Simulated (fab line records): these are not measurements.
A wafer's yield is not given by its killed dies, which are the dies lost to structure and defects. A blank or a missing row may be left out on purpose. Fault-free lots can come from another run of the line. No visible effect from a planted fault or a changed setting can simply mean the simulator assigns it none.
fab line records	flow ritCmos
record: lots: 6	wafers: 18	lastDay: 7
route steps=202 shown ACTIVE@14 FOX1@20 FOX2@23 NWELL@28 PWELL@39 WELLDRIVE@50 NRETRO@53 GATE@79 M1@202
lots that met no fault: taken from a fault-free run of the same line
startH: start of the lot's first displayed wafer, in hours after the record's first day	waitH: hours since the lot's step before	" as in the row above	L1.1+2: one row covering several wafers at once	- either no value or no given start	* or withheld: withheld	< > ~ a bound
route shown NAME@n: names a module that has steps shown in the file, with the first one's number in the route	usual: mean/standard deviation taken from wafers without a fault	same: alike in all rows	chamber/n: place in a boat	sites: per-site readings	_std_site: the standard deviation of these	_edge_site: outer sites' mean less inner sites'	radiusMm: how far each site lies from the wafer's centre	mask NAME#n: copy n	behind: tool/chamber where the wafer was last shaped	hold: the reason the lot was held/the length of the hold in hours/how it ended	device: transistor that didn't switch, given as n, p or np	end of line: the same wafers' tests at the end of the route	where a step has no rows: the recipe by itself	killed: the dies lost at the first sort to structure and to defects; this is not the yield of the wafer	map: the dies of a wafer, with x for killed, . for not killed, _ for no die there
set.NAME: the run value of the setting; set.NAME@STEP: its run value at that earlier step	model.NAME: the simulator's own value behind a step, which no gauge read
lots at selected steps of the route; one table per step, one row per wafer
services: the hour from which a tool's chamber was out of use, counted from the record's first day as startH (under 0 if before that day), plus the number of hours and why
== steps ==
step: RIT_ACTIVE_ETCH_13
recipe: stopOn: SiO2	chemistry: SF6	target: Si3N4	timeS: 210	overEtchFrac: 0.4	SF6_flow_sccm: 200	pressureMtorr: 260	rfW: 125	targetDepthA: 2100
usual: SF6_flow_sccm: 200.1/0.63	chamberPressureMTorr: 260.00/0.21	drypumpMotorCurrentA: 5.5/0.54	oesProductAu: 0.823/0.016	throttleValvePct: 7.50/0.11
lot.wafer	tool	chamber	startH	waitH	SF6_flow_sccm	chamberPressureMTorr	drypumpMotorCurrentA	oesProductAu	rfHoursCounterH	throttleValvePct
L403.3	rieDiel-04	3	35.53	0.1	200.7	260.16	4.8	0.830	104	7.35
L403.4	"	2	"	"	200.9	260.27	5.1	0.789	159	7.60
L403.5	"	2	"	"	200.5	260.05	5.1	0.787	-	7.57
L411.1	rieDiel-04	0	76.56	0.1	198.7	260.25	5.7	0.814	75	7.50
L411.3	"	1	"	"	200.1	259.84	5.7	0.827	157	7.52
L411.4	"	3	"	"	199.3	260.19	4.7	0.832	105	7.34
L415.2	rieDiel-04	3	94.97	0.1	199.1	260.28	4.7	0.822	105	7.33
L415.5	"	0	"	"	200.2	259.93	5.7	0.827	-	7.52
L415.6	"	1	"	"	200.1	260.49	5.7	0.819	-	7.51
L416.1	rieDiel-03	1	100.83	0.1	200.9	260.10	6.1	0.842	130	7.51
L416.3	"	2	"	"	200.0	260.16	5.0	0.829	36	7.49
L416.5	"	2	"	"	200.2	259.87	5.0	0.825	-	7.50
L418.3	rieDiel-03	3	109.74	0.1	200.4	259.96	6.4	0.810	0	7.43
L418.4	"	0	"	"	201.3	259.53	5.4	0.818	65	7.67
L418.5	"	3	"	"	200.8	259.77	6.4	0.800	-	7.42
L422.3	rieDiel-03	3	130.27	0.1	200.1	259.94	6.4	0.810	0	7.44
L422.4	"	2	"	"	198.9	259.74	5.0	0.833	37	7.50
L422.5	"	3	"	"	199.7	260.03	6.4	0.807	-	7.42
step: RIT_ACTIVE_STRIP_14
recipe: chemistry: O2	timeS: 180	resist: NOVOLAK	platenTempC: withheld	powerW: 500	pressureMtorr: 4000	o2FlowSccm: 4000
usual: drypumpMotorCurrentA: 5.80/0.27
lot.wafer	tool	chamber	startH	waitH	drypumpMotorCurrentA	rfHoursCounterH
L403.3	plasmaAsher-02	1	35.72	0.1	5.38	-
L403.4	"	0	"	"	5.77	-
L403.5	"	0	"	"	5.79	-
L411.1	plasmaAsher-03	1	76.69	0.1	6.15	43
L411.3	"	1	"	"	6.15	-
L411.4	"	0	"	"	5.84	-
L415.2	plasmaAsher-02	0	95.11	0.1	5.80	32
L415.5	"	1	"	"	5.38	-
L415.6	"	0	"	"	5.79	-
L416.1	plasmaAsher-03	1	100.97	0.1	6.12	45
L416.3	"	1	"	"	6.15	-
L416.5	"	0	"	"	5.88	-
L418.3	plasmaAsher-04	1	109.93	0.1	5.54	-
L418.4	"	0	"	"	5.96	-
L418.5	"	1	"	"	5.56	-
L422.3	plasmaAsher-03	0	130.46	0.1	5.88	-
L422.4	"	1	"	"	6.19	-
L422.5	"	0	"	"	5.85	-
step: RIT_ACTIVE_CD_MEAS_90
recipe: targetCdNm: 1400
usual: cdNm: 1399.7/2.2
lot.wafer	tool	chamber	startH	waitH	cdNm
L403.3	cdSem-02	-	35.88	0.1	1393.7
L403.4	"	-	"	"	1395.3
L403.5	"	-	"	"	1393.8
L411.1	cdSem-02	-	76.86	0.1	1399.4
L411.3	"	-	"	"	1398.0
L411.4	"	-	"	"	1400.0
L415.2	cdSem-02	-	95.30	0.1	1395.7
L415.5	"	-	"	"	1396.4
L415.6	"	-	"	"	1394.8
L416.1	cdSem-01	-	101.14	0.1	1400.9
L416.3	"	-	"	"	1399.6
L416.5	"	-	"	"	1400.0
L418.3	cdSem-01	-	110.09	0.1	1398.7
L418.4	"	-	"	"	1400.6
L418.5	"	-	"	"	1399.1
L422.3	cdSem-01	-	130.62	0.1	1397.1
L422.4	"	-	"	"	1395.6
L422.5	"	-	"	"	1396.6
step: RIT_ACTIVE_CLEAN_15
recipe: chemistry: SC1	mix: 3:3:50	timeS: 600	tempC: 75
step: RIT_ACTIVE_CLEAN_16
recipe: chemistry: dHF	dilution: 50:1	timeS: 30
step: RIT_ACTIVE_CLEAN_17
recipe: chemistry: SC2	mix: 3:3:50	timeS: 600	tempC: 75	dry: n2Spin
step: RIT_FOX1_OXIDATION_00
recipe: tempC: 1100	ambient: H2O	targetThkA: 3507	pH2oTorr: 720	oxTimeS: 1130
step: RIT_FOX1_THK_MEAS_01
recipe: reads: SiO2_of_FOX1_OXIDATION_00
usual: FOX1_OXIDE_THK: 351/6.3
lot.wafer	tool	chamber	startH	waitH	FOX1_OXIDE_THK[nm]
L403.3	filmMetro-02	-	37.66	0.0	351
L403.4	"	-	"	"	346
L403.5	"	-	"	"	355
L411.1	filmMetro-03	-	78.70	0.0	338
L411.3	"	-	"	"	340
L411.4	"	-	"	"	340
L415.2	filmMetro-03	-	99.37	0.0	345
L415.5	"	-	"	"	351
L415.6	"	-	"	"	347
L416.1	filmMetro-03	-	102.97	0.0	361
L416.3	"	-	"	"	361
L416.5	"	-	"	"	364
L418.3	filmMetro-02	-	114.56	0.0	352
L418.4	"	-	"	"	349
L418.5	"	-	"	"	346
L422.3	filmMetro-03	-	134.01	0.0	355
L422.4	"	-	"	"	355
L422.5	"	-	"	"	353
step: RIT_FOX1_WET_ETCH_02
recipe: chemistry: BOE	targetDepthNm: 350	timeS: 390	tempC: 21.5	dry: n2Spin	dilution: 10:1	target: SiO2
step: RIT_FOX2_OXIDATION_00
recipe: tempC: 1100	ambient: H2O	targetThkA: 3507	pH2oTorr: 720	oxTimeS: 1082
step: RIT_FOX2_THK_MEAS_01
recipe: reads: SiO2_of_FOX2_OXIDATION_00
usual: FOX2_OXIDE_THK: 341/6.8
lot.wafer	tool	chamber	startH	waitH	FOX2_OXIDE_THK[nm]
L403.3	filmMetro-02	-	40.54	0.0	338
L403.4	"	-	"	"	338
L403.5	"	-	"	"	335
L411.1	filmMetro-04	-	80.19	0.0	338
L411.3	"	-	"	"	332
L411.4	"	-	"	"	337
L415.2	filmMetro-02	-	100.86	0.0	338
L415.5	"	-	"	"	339
L415.6	"	-	"	"	342
L416.1	filmMetro-03	-	104.48	0.0	345
L416.3	"	-	"	"	344
L416.5	"	-	"	"	345
L418.3	filmMetro-04	-	116.05	0.0	341
L418.4	"	-	"	"	341
L418.5	"	-	"	"	340
L422.3	filmMetro-04	-	135.50	0.0	335
L422.4	"	-	"	"	337
L422.5	"	-	"	"	338
step: RIT_FOX2_CLEAN_02
recipe: chemistry: dHF	dilution: 50:1	timeS: 180
step: RIT_FOX2_WET_ETCH_03
recipe: chemistry: H3PO4	target: Si3N4	targetDepthNm: 195	tempC: 165	timeS: 2700
usual: bathGuardTempC: 165.3/0.41	bathHeatDutyPct: 27.6/3
lot.wafer	tool	chamber	startH	waitH	bathGuardTempC	bathHeatDutyPct	model.Si3N4_of_ACTIVE_CVD_03.thkNm	model.SiO2_of_FOX2_OXIDATION_00.thkNm	model.SiO2_of_ACTIVE_OXIDATION_01.thkNm
L403.3	wetBench-04	3	40.64	0.0	164.6	24.5	0	310.4	40.9
L403.4	"	3	"	"	164.8	26.0	0	309.8	40.45
L403.5	"	3	"	"	164.9	25.1	0	307.5	40.03
L411.1	wetBench-03	0	80.32	0.0	165.7	28.3	0	310.8	40.94
L411.3	"	0	"	"	165.6	31.4	0	304.3	40.35
L411.4	"	0	"	"	165.8	27.9	0	309.3	41.48
L415.2	wetBench-02	1	100.97	0.0	-	-	131	321.8	46.82
L415.5	"	1	"	"	-	-	132.5	322	47.03
L415.6	"	1	"	"	-	-	131.9	325.7	45.65
L416.1	wetBench-04	2	104.59	0.0	-	-	130.5	328.1	47.06
L416.3	"	2	"	"	-	-	131.4	327.1	47.57
L416.5	"	2	"	"	-	-	131.6	328.2	48.13
L418.3	wetBench-02	0	116.15	0.0	164.5	27.0	0	314	42.54
L418.4	"	0	"	"	165.0	27.9	0	314.3	39.97
L418.5	"	0	"	"	164.8	29.6	0	313.4	41.83
L422.3	wetBench-03	2	135.60	0.0	165.2	28.9	0	307.1	40.8
L422.4	"	2	"	"	165.0	28.1	0	309.2	41.45
L422.5	"	2	"	"	165.1	28.7	0	310.4	41.66
step: RIT_NWELL_HMDS_00
recipe: primeTimeS: 60	primeTempC: 140
step: RIT_NWELL_COAT_01
recipe: resist: NOVOLAK	spinRpm: 2000	resistThkNm: 1300
step: RIT_NWELL_SOFTBAKE_02
recipe: resist: NOVOLAK	tempC: 90	timeS: 60
step: RIT_NWELL_EXPOSE_03
recipe: maskId: M2	na: 0.57	targetCdNm: 43900	doseMj: 250
step: RIT_NWELL_PEB_04
recipe: resist: NOVOLAK	tempC: withheld	timeS: withheld
step: RIT_NWELL_DEVELOP_05
recipe: resist: NOVOLAK	developTimeS: 68	devTempC: 23
step: RIT_NWELL_OVL_MEAS_06
usual: NWELL_OVL: 0.7/1.3
lot.wafer	tool	chamber	startH	waitH	NWELL_OVL[nm]
L403.3	overlay-02	-	42.35	-	-0.2
L403.4	"	-	"	"	-2.0
L403.5	"	-	"	"	-1.6
L411.1	overlay-02	-	82.15	-	2.7
L411.3	"	-	"	"	1.1
L411.4	"	-	"	"	1.7
L415.2	overlay-01	-	102.91	-	2.3
L415.5	"	-	"	"	2.1
L415.6	"	-	"	"	1.6
L416.1	overlay-02	-	106.29	-	0.8
L416.3	"	-	"	"	0.7
L416.5	"	-	"	"	3.5
L418.3	overlay-02	-	118.06	-	-0.5
L418.4	"	-	"	"	0.1
L418.5	"	-	"	"	0.3
L422.3	overlay-02	-	137.38	-	-0.1
L422.4	"	-	"	"	0.6
L422.5	"	-	"	"	0.7
step: RIT_NWELL_HARDBAKE_07
recipe: resist: NOVOLAK	tempC: 140	timeS: 120
step: RIT_NWELL_IMPLANT_08
recipe: species: P	energyKev: 170	doseCm2: 5e+13	tiltDeg: 7
step: RIT_NWELL_STRIP_09
recipe: chemistry: O2	timeS: 180	resist: NOVOLAK	platenTempC: withheld	powerW: 500	pressureMtorr: 4000	o2FlowSccm: 4000
usual: drypumpMotorCurrentA: 5.8/0.31
lot.wafer	tool	chamber	startH	waitH	drypumpMotorCurrentA	rfHoursCounterH
L403.3	plasmaAsher-01	0	42.83	0.1	5.2	-
L403.4	"	1	"	"	6.0	-
L403.5	"	0	"	"	5.2	-
L411.1	plasmaAsher-03	1	82.58	0.1	6.2	43
L411.3	"	1	"	"	6.2	-
L411.4	"	0	"	"	5.8	-
L415.2	plasmaAsher-03	0	103.34	0.1	5.9	45
L415.5	"	1	"	"	6.2	-
L415.6	"	0	"	"	5.8	-
L416.1	plasmaAsher-02	1	106.73	0.1	5.4	33
L416.3	"	1	"	"	5.4	-
L416.5	"	1	"	"	5.4	-
L418.3	plasmaAsher-02	1	118.54	0.1	5.4	-
L418.4	"	0	"	"	5.8	-
L418.5	"	0	"	"	5.8	-
L422.3	plasmaAsher-02	0	137.86	0.1	5.8	-
L422.4	"	1	"	"	5.3	-
L422.5	"	1	"	"	5.4	-
step: RIT_NWELL_TW_MEAS_10
usual: NWELL_TW: 2159/12
lot.wafer	tool	chamber	startH	waitH	NWELL_TW
L403.3	filmMetro-01	-	42.97	0.1	2160
L403.4	"	-	"	"	2151
L403.5	"	-	"	"	2158
L411.1	filmMetro-01	-	82.76	0.1	2152
L411.3	"	-	"	"	2146
L411.4	"	-	"	"	2150
L415.2	filmMetro-01	-	103.53	0.1	2167
L415.5	"	-	"	"	2161
L415.6	"	-	"	"	2159
L416.1	filmMetro-01	-	106.90	0.1	2161
L416.3	"	-	"	"	2157
L416.5	"	-	"	"	2157
L418.3	filmMetro-04	-	118.68	0.1	2153
L418.4	"	-	"	"	2155
L418.5	"	-	"	"	2144
L422.3	filmMetro-03	-	137.99	0.1	2153
L422.4	"	-	"	"	2149
L422.5	"	-	"	"	2167
step: RIT_PWELL_HMDS_00
recipe: primeTimeS: 60	primeTempC: 140
step: RIT_PWELL_COAT_01
recipe: resist: NOVOLAK	spinRpm: 2000	resistThkNm: 1300
step: RIT_PWELL_SOFTBAKE_02
recipe: resist: NOVOLAK	tempC: 90.93	timeS: 60
step: RIT_PWELL_EXPOSE_03
recipe: maskId: M3	na: 0.57	targetCdNm: 43700	doseMj: 250
step: RIT_PWELL_PEB_04
recipe: resist: NOVOLAK	tempC: withheld	timeS: withheld
step: RIT_PWELL_DEVELOP_05
recipe: resist: NOVOLAK	developTimeS: 68	devTempC: 23
step: RIT_PWELL_OVL_MEAS_06
usual: PWELL_OVL: 0.6/1.4
lot.wafer	tool	chamber	startH	waitH	PWELL_OVL[nm]
L403.3	overlay-01	-	44.03	-	1.7
L403.4	"	-	"	"	1.1
L403.5	"	-	"	"	1.5
L411.1	overlay-02	-	83.70	-	2.0
L411.3	"	-	"	"	1.3
L411.4	"	-	"	"	2.1
L415.2	overlay-01	-	104.59	-	-0.4
L415.5	"	-	"	"	1.1
L415.6	"	-	"	"	1.8
L416.1	overlay-01	-	107.97	-	3.4
L416.3	"	-	"	"	3.3
L416.5	"	-	"	"	2.0
L418.3	overlay-01	-	119.73	-	-0.4
L418.4	"	-	"	"	0.5
L418.5	"	-	"	"	0.5
L422.3	overlay-02	-	138.93	-	-1.4
L422.4	"	-	"	"	-1.6
L422.5	"	-	"	"	-1.7
step: RIT_PWELL_HARDBAKE_07
recipe: resist: NOVOLAK	tempC: 140	timeS: 120
step: RIT_PWELL_IMPLANT_08
recipe: species: B	energyKev: 170	doseCm2: 7e+13	tiltDeg: 7.281
step: RIT_PWELL_STRIP_09
recipe: chemistry: O2	timeS: 180	resist: NOVOLAK	platenTempC: withheld	powerW: 500	pressureMtorr: 4000	o2FlowSccm: 4000
usual: drypumpMotorCurrentA: 5.8/0.34
lot.wafer	tool	chamber	startH	waitH	drypumpMotorCurrentA	rfHoursCounterH
L403.3	plasmaAsher-03	0	44.52	0.1	5.8	-
L403.4	"	1	"	"	6.2	-
L403.5	"	1	"	"	6.2	-
L411.1	plasmaAsher-01	1	84.13	0.1	6.0	45
L411.3	"	1	"	"	6.0	-
L411.4	"	0	"	"	5.2	-
L415.2	plasmaAsher-01	0	105.02	0.1	5.2	47
L415.5	"	0	"	"	5.2	-
L415.6	"	1	"	"	6.0	-
L416.1	plasmaAsher-03	0	108.40	0.1	5.8	46
L416.3	"	0	"	"	5.8	-
L416.5	"	1	"	"	6.1	-
L418.3	plasmaAsher-03	0	120.26	0.1	5.9	-
L418.4	"	1	"	"	6.1	-
L418.5	"	1	"	"	6.1	-
L422.3	plasmaAsher-01	0	139.41	0.1	5.2	-
L422.4	"	1	"	"	6.0	-
L422.5	"	0	"	"	5.2	-
step: RIT_PWELL_TW_MEAS_10
usual: PWELL_TW: 961/6.2
lot.wafer	tool	chamber	startH	waitH	PWELL_TW
L403.3	filmMetro-03	-	44.65	0.1	959
L403.4	"	-	"	"	955
L403.5	"	-	"	"	960
L411.1	filmMetro-01	-	84.31	0.1	955
L411.3	"	-	"	"	958
L411.4	"	-	"	"	957
L415.2	filmMetro-04	-	105.21	0.1	956
L415.5	"	-	"	"	955
L415.6	"	-	"	"	955
L416.1	filmMetro-01	-	108.58	0.1	955
L416.3	"	-	"	"	952
L416.5	"	-	"	"	963
L418.3	filmMetro-03	-	120.39	0.1	951
L418.4	"	-	"	"	957
L418.5	"	-	"	"	962
L422.3	filmMetro-01	-	139.55	0.1	958
L422.4	"	-	"	"	962
L422.5	"	-	"	"	966
step: RIT_WELLDRIVE_ANNEAL_00
recipe: tempC: 1100	timeS: 14700	ambient: N2
step: RIT_NRETRO_HMDS_00
recipe: primeTimeS: 60	primeTempC: 140
step: RIT_NRETRO_COAT_01
recipe: resist: NOVOLAK	spinRpm: 2000	resistThkNm: 1300
step: RIT_NRETRO_SOFTBAKE_02
recipe: resist: NOVOLAK	tempC: 90	timeS: 60
step: RIT_GATE_CLEAN_04
recipe: chemistry: dHF	dilution: 50:1	timeS: 60	dry: n2Spin
lot.wafer	tool	chamber	startH	waitH	model.SiO2_of_FOX2_OXIDATION_00.thkNm
L403.3	wetBench-04	2	54.41	0.0	242.7
L403.4	"	2	"	"	242.6
L403.5	"	2	"	"	240
L411.1	wetBench-04	1	93.85	0.0	242.7
L411.3	"	1	"	"	236.2
L411.4	"	1	"	"	241
L415.2	wetBench-01	3	115.17	0.0	253.8
L415.5	"	3	"	"	253.6
L415.6	"	3	"	"	257.9
L416.1	wetBench-01	3	117.71	0.0	261.4
L416.3	"	3	"	"	260.6
L416.5	"	3	"	"	261.2
L418.3	wetBench-01	0	129.60	0.0	246.5
L418.4	"	0	"	"	246.9
L418.5	"	0	"	"	246.4
L422.3	wetBench-01	1	151.65	0.0	239.1
L422.4	"	1	"	"	241.6
L422.5	"	1	"	"	242.7
step: RIT_M1_PROBE_99
usual: killedAtFrontEnd: 7/3.2	killedDies: 8/3.2	killedOnRim: 1.9/1.4	killedOpen: 3.7/2.1	killedShort: 3.8/2.2
same: grossDies: 264	killed_at_M0_to_M3: 0	killed_at_M4_up: 0	killedAtBackSide: 0	killedAtContacts: 0	killedAtOther: 0
lot.wafer	tool	chamber	startH	waitH	killedAtFrontEnd	killedDies	killedOnRim	killedOpen	killedShort
L411.1	prober-01	-	123.01	0.1	12	12	4	5	7
L411.3	prober-01	-	123.11	0.2	5	5	2	2	3
L411.4	prober-01	-	123.16	0.2	4	4	2	2	2
L415.2	prober-01	-	142.26	0.1	264	264	70	6	3
L415.5	prober-01	-	142.41	0.2	264	264	70	6	5
L415.6	prober-01	-	142.46	0.2	264	264	70	6	3
L416.1	prober-02	-	143.71	0.1	264	264	70	4	4
L416.3	prober-02	-	143.81	0.2	264	264	70	3	3
L416.5	prober-02	-	143.91	0.2	264	264	70	4	4
L418.3	prober-02	-	158.09	0.2	11	11	5	1	10
L418.4	prober-02	-	158.14	0.2	7	7	2	3	4
L418.5	prober-02	-	158.19	0.2	6	6	1	2	4
L422.3	prober-02	-	179.31	0.2	13	13	2	6	7
L422.4	prober-02	-	179.36	0.2	6	6	2	3	3
L422.5	prober-02	-	179.41	0.2	9	9	3	3	6
killed by level:class
L411.1 GATE:geometricParticle:open=3 REOX:geometricParticle:short=3 GATE:geometricParticle:short=2 FOX1:geometricParticle:short=1 FOX1:geometricParticle:open=1 FOX2:geometricParticle:open=1 SPACER:geometricParticle:short=1
L411.3 FOX1:geometricParticle:short=1 GATE:geometricParticle:open=1 REOX:geometricParticle:short=1 SILICIDE:geometricParticle:open=1 SILICIDE:geometricParticle:short=1
L411.4 FOX2:geometricParticle:short=1 FOX2:geometricParticle:open=1 GATE:geometricParticle:short=1 REOX:geometricParticle:open=1
L415.2 FOX2:areaEtch=255 GATE:geometricParticle:open=3 GATE:geometricParticle:short=2 SILICIDE:geometricParticle:open=2 FOX2:geometricParticle:open=1 SPACER:geometricParticle:short=1
L415.5 FOX2:areaEtch=253 FOX2:geometricParticle:short=3 SPACER:geometricParticle:open=3 SPACER:geometricParticle:short=2 SILICIDE:geometricParticle:open=2 GATE:geometricParticle:open=1
L415.6 FOX2:areaEtch=255 GATE:geometricParticle:open=5 REOX:geometricParticle:short=2 GATE:geometricParticle:short=1 SPACER:geometricParticle:open=1
L416.1 FOX2:areaEtch=256 GATE:geometricParticle:open=3 GATE:geometricParticle:short=2 FOX1:geometricParticle:short=1 FOX2:geometricParticle:open=1 SPACER:geometricParticle:short=1
L416.3 FOX2:areaEtch=258 GATE:geometricParticle:short=2 FOX2:geometricParticle:open=1 FOX2:geometricParticle:short=1 GATE:geometricParticle:open=1 SILICIDE:geometricParticle:open=1
L416.5 FOX2:areaEtch=256 GATE:geometricParticle:open=2 GATE:geometricParticle:short=2 SILICIDE:geometricParticle:open=2 REOX:geometricParticle:short=1 SILICIDE:geometricParticle:short=1
L418.3 FOX2:geometricParticle:short=4 GATE:geometricParticle:short=3 REOX:geometricParticle:short=2 GATE:geometricParticle:open=1 SPACER:geometricParticle:short=1
L418.4 FOX2:geometricParticle:open=2 FOX2:geometricParticle:short=2 FOX1:geometricParticle:open=1 GATE:geometricParticle:short=1 SILICIDE:geometricParticle:short=1
L418.5 FOX2:geometricParticle:short=2 FOX1:geometricParticle:short=1 FOX1:geometricParticle:open=1 GATE:geometricParticle:short=1 SPACER:geometricParticle:open=1
L422.3 GATE:geometricParticle:short=4 REOX:geometricParticle:open=3 GATE:geometricParticle:open=1 REOX:geometricParticle:short=1 SPACER:geometricParticle:short=1 SPACER:geometricParticle:open=1 SILICIDE:geometricParticle:short=1 SILICIDE:geometricParticle:open=1
L422.4 GATE:geometricParticle:open=2 GATE:geometricParticle:short=1 SPACER:geometricParticle:short=1 SPACER:geometricParticle:open=1 SILICIDE:geometricParticle:short=1
L422.5 FOX1:geometricParticle:open=1 FOX1:geometricParticle:short=1 FOX2:geometricParticle:open=1 FOX2:geometricParticle:short=1 GATE:geometricParticle:short=1 GATE:geometricParticle:open=1 REOX:geometricParticle:short=1 SPACER:geometricParticle:short=1
map L415.2 (x killed, . not)
________xxxxxxx_______
_____xxxxxxxxxxxxx____
____xxxxxxxxxxxxxxx___
___xxxxxxxxxxxxxxxxx__
__xxxxxxxxxxxxxxxxxxx_
__xxxxxxxxxxxxxxxxxxx_
_xxxxxxxxxxxxxxxxxxxxx
_xxxxxxxxxxxxxxxxxxxxx
_xxxxxxxxxxxxxxxxxxxxx
_xxxxxxxxxxxxxxxxxxxxx
__xxxxxxxxxxxxxxxxxxx_
__xxxxxxxxxxxxxxxxxxx_
___xxxxxxxxxxxxxxxxx__
____xxxxxxxxxxxxxxx___
_____xxxxxxxxxxxxx____
________xxxxxxx_______
map L416.1 (x killed, . not)
________xxxxxxx_______
_____xxxxxxxxxxxxx____
____xxxxxxxxxxxxxxx___
___xxxxxxxxxxxxxxxxx__
__xxxxxxxxxxxxxxxxxxx_
__xxxxxxxxxxxxxxxxxxx_
_xxxxxxxxxxxxxxxxxxxxx
_xxxxxxxxxxxxxxxxxxxxx
_xxxxxxxxxxxxxxxxxxxxx
_xxxxxxxxxxxxxxxxxxxxx
__xxxxxxxxxxxxxxxxxxx_
__xxxxxxxxxxxxxxxxxxx_
___xxxxxxxxxxxxxxxxx__
____xxxxxxxxxxxxxxx___
_____xxxxxxxxxxxxx____
________xxxxxxx_______
== services ==
tool	chamber	startH	hours	kind
rieDiel-03	3	12.73	13.1	repair
rieDiel-04	-	26.67	2.0	repair
wetBench-02	-	42.42	47.1	pm
rieDiel-03	1	43.01	3.8	repair
plasmaAsher-01	-	54.90	3.0	repair
rieDiel-04	2	65.20	3.4	repair
rieDiel-03	3	71.69	-	clean
rieDiel-03	3	71.69	32.0	scheduledDown
rieDiel-03	3	71.69	32.0	ventCycle
wetBench-03	-	81.72	4.1	repair
plasmaAsher-04	-	89.88	0.5	repair
rieDiel-04	2	94.52	-	clean
rieDiel-04	2	94.52	12.9	scheduledDown
rieDiel-04	2	94.52	12.9	ventCycle
rieDiel-04	1	107.41	-	clean
rieDiel-04	1	107.41	27.2	scheduledDown
rieDiel-04	1	107.41	27.2	ventCycle
plasmaAsher-03	-	108.75	9.0	pm
plasmaAsher-03	0	108.75	9.0	ventCycle
plasmaAsher-03	1	108.75	9.0	ventCycle
plasmaAsher-03	0	117.75	-	clean
plasmaAsher-03	1	117.75	-	clean
rieDiel-04	0	123.51	8.8	repair
plasmaAsher-02	-	132.94	4.4	repair
== key ==
firstSign: step: RIT_FOX2_WET_ETCH_03	reading: toolRecord	direction: missing
effect: step: RIT_M1_PROBE_99	reading: killedAtFrontEnd	direction: up	sigmas: 81	usual: 7	struck: 264
modelEffect: step: RIT_FOX2_WET_ETCH_03	value: Si3N4_of_ACTIVE_CVD_03.thkNm	without: 0	struck: 131.5
modelEffect: step: RIT_GATE_CLEAN_04	value: SiO2_of_FOX2_OXIDATION_00.thkNm	without: 247.3	struck: 258.1
moreKillsBornAt: RIT_FOX2_WET_ETCH_03@wetBench-04: 770	RIT_FOX2_WET_ETCH_03@wetBench-02: 763
metAt RIT_FOX2_WET_ETCH_03
struckWafers L415.2,L415.5,L415.6,L416.1,L416.3,L416.5
laterRowsLeftOut L415.2,L415.5,L415.6,L416.1,L416.3,L416.5
testerLeftOut L415,L416
onsetBetween 40.64 100.97
fault: kind: skippedStepWhole	tool: wetBench-02,wetBench-04	chamber: -	onsetH: 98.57	steps: RIT_FOX2_WET_ETCH_03	scope: struckLotsOnly
testerLeftOut: of these lots the tester's yield and bins aren't shown, on N5 and GAA mostly nor the transistor test; their killed dies are dies lost to structure and defects alone, not to doping, threshold or leakage, so they don't give the yield
laterRowsLeftOut: the simulator's readings of these wafers behind a module that went badly wrong aren't trusted and aren't shown, but for the sort
